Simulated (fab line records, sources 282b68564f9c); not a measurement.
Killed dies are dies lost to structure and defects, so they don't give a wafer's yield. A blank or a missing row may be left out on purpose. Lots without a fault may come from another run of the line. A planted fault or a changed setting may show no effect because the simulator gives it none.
fab line records | flow rit_cmos
record lots=14 wafers=42 last_day=8
route steps=202 shown PLDD@122
lots that met no fault: from a run of the same line without faults
start_h: hours from the record's first day to the start of the lot's first wafer shown | wait_h: hours since the lot's step before | " the same as in the row above | L1.1+2: a row that stands for several wafers | - no value, or no start given | * or withheld: withheld | < > ~ a bound
route shown NAME@n: a module of which the file shows steps, and the number in the route of the first | usual: mean/standard deviation of fault-free wafers | same: alike in all rows | chamber/n: place in a boat | sites: the reading at each site | _std_site: their standard deviation | _edge_site: outer sites' mean less inner sites' | radius_mm: how far each site lies from the wafer's centre | mask NAME#n: copy n | behind: the tool/chamber that last shaped the wafer | hold: why the lot was held/for how many hours/how that ended | device: the transistor (n, p or np) that didn't switch | end of line: the same wafers' tests at the end of the route | a step without rows: its recipe alone | killed: dies lost to structure and defects at the first sort, not the wafer's yield | map: a wafer's dies, x killed, . not, _ none there
set.NAME: the setting as run; set.NAME@STEP: as run at that earlier step | model.NAME: the simulator's own value behind a step, which no gauge read
steps of the route over a sample of lots; a table a step, a row a wafer
services: from which hour (start_h, from the record's first day; less than 0 if before it) a tool's chamber was out of use, for how many hours, and why
## steps
# step RIT_PLDD_IMPLANT_08
# recipe species=BF2 energy_kev=20 dose_cm2=9e+14 tilt_deg=7
# usual dose_ions_cm2=9e+14/9.4e+11 end_station_pressure_torr=7.3e-06/3.4e-07 faraday_current_uA=2833/55
# columns lot.wafer tool chamber start_h wait_h dose_ions_cm2 end_station_pressure_torr faraday_current_uA
L167.1 implanter-03 0 45.11 0.1 9e+14 7.3e-06 2907
L167.4 " 0 " " 9.013e+14 7.3e-06 2753
L167.6 " 0 " " 8.984e+14 7.6e-06 2773
L168.2 implanter-02 0 51.12 0.1 8.99e+14 7.3e-06 2836
L168.4 " 0 " " 8.997e+14 7.1e-06 3006
L168.6 " 0 " " 9.005e+14 7e-06 2815
L169.1 implanter-03 0 54.89 0.1 8.992e+14 7.1e-06 2899
L169.5 " 0 " " 8.987e+14 7.2e-06 2783
L169.6 " 0 " " 9.008e+14 7.4e-06 2779
L170.2 implanter-01 0 59.58 0.1 8.993e+14 6.5e-06 2813
L170.3 " 0 " " 9.009e+14 6.8e-06 2835
L170.6 " 0 " " 8.988e+14 6.7e-06 2786
L172.2 implanter-01 0 71.55 0.1 9.004e+14 7.1e-06 2812
L172.5 " 0 " " 8.983e+14 7.7e-06 2706
L172.6 " 0 " " 8.999e+14 7.4e-06 2934
L173.1 implanter-01 0 74.02 0.1 8.999e+14 7.7e-06 2736
L173.3 " 0 " " 8.999e+14 7e-06 2858
L173.6 " 0 " " 9.001e+14 6.8e-06 2810
L174.1 implanter-02 0 80.77 0.1 9.012e+14 7e-06 2826
L174.4 " 0 " " 9.007e+14 7.5e-06 2894
L174.5 " 0 " " 9.022e+14 6.8e-06 2786
L175.3 implanter-01 0 88.27 0.1 8.999e+14 7.1e-06 2890
L175.4 " 0 " " 9e+14 7.6e-06 2818
L175.5 " 0 " " 9.014e+14 7.5e-06 2708
L177.1 implanter-01 0 101.20 0.1 8.984e+14 6.8e-06 2723
L177.2 " 0 " " 8.996e+14 7.2e-06 2891
L177.6 " 0 " " 8.995e+14 7.1e-06 2856
L178.1 implanter-03 0 108.37 0.1 8.996e+14 7.9e-06 2889
L178.4 " 0 " " 8.989e+14 7.1e-06 2812
L178.5 " 0 " " 8.981e+14 7.2e-06 2790
L182.3 implanter-01 0 129.37 0.1 4.075e+14 6.1e-06 1281
L182.4 " 0 " " 4.064e+14 6.3e-06 1259
L182.5 " 0 " " 4.071e+14 5.7e-06 1265
L186.3 implanter-01 0 145.12 0.1 4.077e+14 5.9e-06 1316
L186.5 " 0 " " 4.073e+14 6.3e-06 1293
L186.6 " 0 " " 4.071e+14 5.9e-06 1325
L189.1 implanter-03 0 163.09 0.1 8.998e+14 7.6e-06 2786
L189.3 " 0 " " 9.012e+14 7.1e-06 2820
L189.6 " 0 " " 8.997e+14 7.3e-06 2913
L190.3 implanter-02 0 165.16 0.1 8.997e+14 7.3e-06 2898
L190.4 " 0 " " 9.018e+14 7e-06 2907
L190.6 " 0 " " 9.006e+14 7.1e-06 2751
# step RIT_PLDD_TW_MEAS_10
# usual PLDD_TW=2330/18
# columns lot.wafer tool chamber start_h wait_h PLDD_TW
L167.1 film_metro-01 - 45.43 0.1 2335
L167.4 " - " " 2340
L167.6 " - " " 2349
L168.2 film_metro-02 - 51.43 0.1 2306
L168.4 " - " " 2320
L168.6 " - " " 2300
L169.1 film_metro-02 - 55.21 0.1 2318
L169.5 " - " " 2302
L169.6 " - " " 2308
L170.2 film_metro-01 - 59.89 0.1 2356
L170.3 " - " " 2351
L170.6 " - " " 2349
L172.2 film_metro-03 - 71.86 0.1 2372
L172.5 " - " " 2376
L172.6 " - " " 2374
L173.1 film_metro-03 - 74.41 0.2 2365
L173.3 " - " " 2351
L173.6 " - " " 2361
L174.1 film_metro-02 - 81.09 0.1 2317
L174.4 " - " " 2320
L174.5 " - " " 2322
L175.3 film_metro-02 - 88.56 0.1 2317
L175.4 " - " " 2320
L175.5 " - " " 2305
L177.1 film_metro-01 - 101.53 0.1 2315
L177.2 " - " " 2323
L177.6 " - " " 2329
L178.1 film_metro-02 - 108.70 0.1 2320
L178.4 " - " " 2304
L178.5 " - " " 2308
L182.3 film_metro-02 - 129.67 0.1 1859
L182.4 " - " " 1862
L182.5 " - " " 1856
L186.3 film_metro-01 - 145.41 0.1 1889
L186.5 " - " " 1891
L186.6 " - " " 1887
L189.1 film_metro-01 - 163.41 0.1 2341
L189.3 " - " " 2334
L189.6 " - " " 2327
L190.3 film_metro-01 - 165.46 0.1 2340
L190.4 " - " " 2344
L190.6 " - " " 2328
# step RIT_SDANNEAL_RS_MEAS_06
# recipe thk_meas_gauge=four-point-probe
# usual PLDD_RS=178.6/0.5
# columns lot.wafer tool chamber start_h wait_h PLDD_RS[ohm/sq]
L167.1 film_metro-03 - 51.62 0.1 178.2
L167.4 " - " " 178.2
L167.6 " - " " 177.9
L168.2 film_metro-03 - 57.60 0.1 178.3
L168.4 " - " " 178.7
L168.6 " - " " 178.3
L169.1 film_metro-02 - 61.52 0.1 178.9
L169.5 " - " " 179.1
L169.6 " - " " 178.6
L170.2 film_metro-03 - 67.42 0.1 178.3
L170.3 " - " " 178.4
L170.6 " - " " 178.6
L172.2 film_metro-03 - 78.77 0.1 179.1
L172.5 " - " " 178.3
L172.6 " - " " 179.5
L173.1 film_metro-03 - 80.65 0.1 178.4
L173.3 " - " " 177.6
L173.6 " - " " 177.8
L174.1 film_metro-02 - 87.32 0.1 179.1
L174.4 " - " " 178.5
L174.5 " - " " 178.7
L175.3 film_metro-02 - 94.74 0.1 178.6
L175.4 " - " " 178.7
L175.5 " - " " 178.5
L177.1 film_metro-02 - 107.96 0.1 178.8
L177.2 " - " " 179.0
L177.6 " - " " 178.9
L178.1 film_metro-03 - 115.48 0.1 179.0
L178.4 " - " " 179.3
L178.5 " - " " 178.8
L182.3 film_metro-03 - 136.86 0.1 304.5
L182.4 " - " " 305.9
L182.5 " - " " 305.2
L186.3 film_metro-03 - 151.72 0.1 295.7
L186.5 " - " " 299.0
L186.6 " - " " 299.7
L189.1 film_metro-01 - 171.07 0.1 179.0
L189.3 " - " " 178.9
L189.6 " - " " 179.3
L190.3 film_metro-02 - 173.32 0.1 178.9
L190.4 " - " " 178.5
L190.6 " - " " 178.4
## services
# columns tool chamber start_h hours kind
implanter-02 - 24.91 1.7 repair
implanter-01 - 26.99 1.7 repair
implanter-02 - 53.76 1.7 repair
implanter-03 - 113.26 1.9 repair
## key
first_sign step=RIT_PLDD_IMPLANT_08 reading=dose_ions_cm2 direction=down sigmas=99+ usual=9e+14 struck=4.072e+14
effect step=RIT_PLDD_IMPLANT_08 reading=faraday_current_uA direction=down sigmas=28 usual=2833 struck=1290
effect step=RIT_PLDD_TW_MEAS_10 reading=PLDD_TW direction=down sigmas=25 usual=2330 struck=1874
effect step=RIT_SDANNEAL_RS_MEAS_06 reading=PLDD_RS direction=up sigmas=99+ usual=178.6 struck=301.7
met_at RIT_PLDD_IMPLANT_08
struck_lots L182,L186
tester_left_out L182,L186
onset_between 101.20 129.37
fault kind=process_parameter_drift tool=implanter-01 chamber=- onset_h=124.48 steps=RIT_PLDD_IMPLANT_08 channel=dose_cm2 offset=-4.9331e+14 shape=step end_h=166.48 acts_in=these_recipes_only stated=9e+14
# tester_left_out: of these lots the tester's yield and bins aren't shown, on N5 and GAA mostly nor the transistor test; their killed dies are dies lost to structure and defects alone, not to doping, threshold or leakage, so they don't give the yield
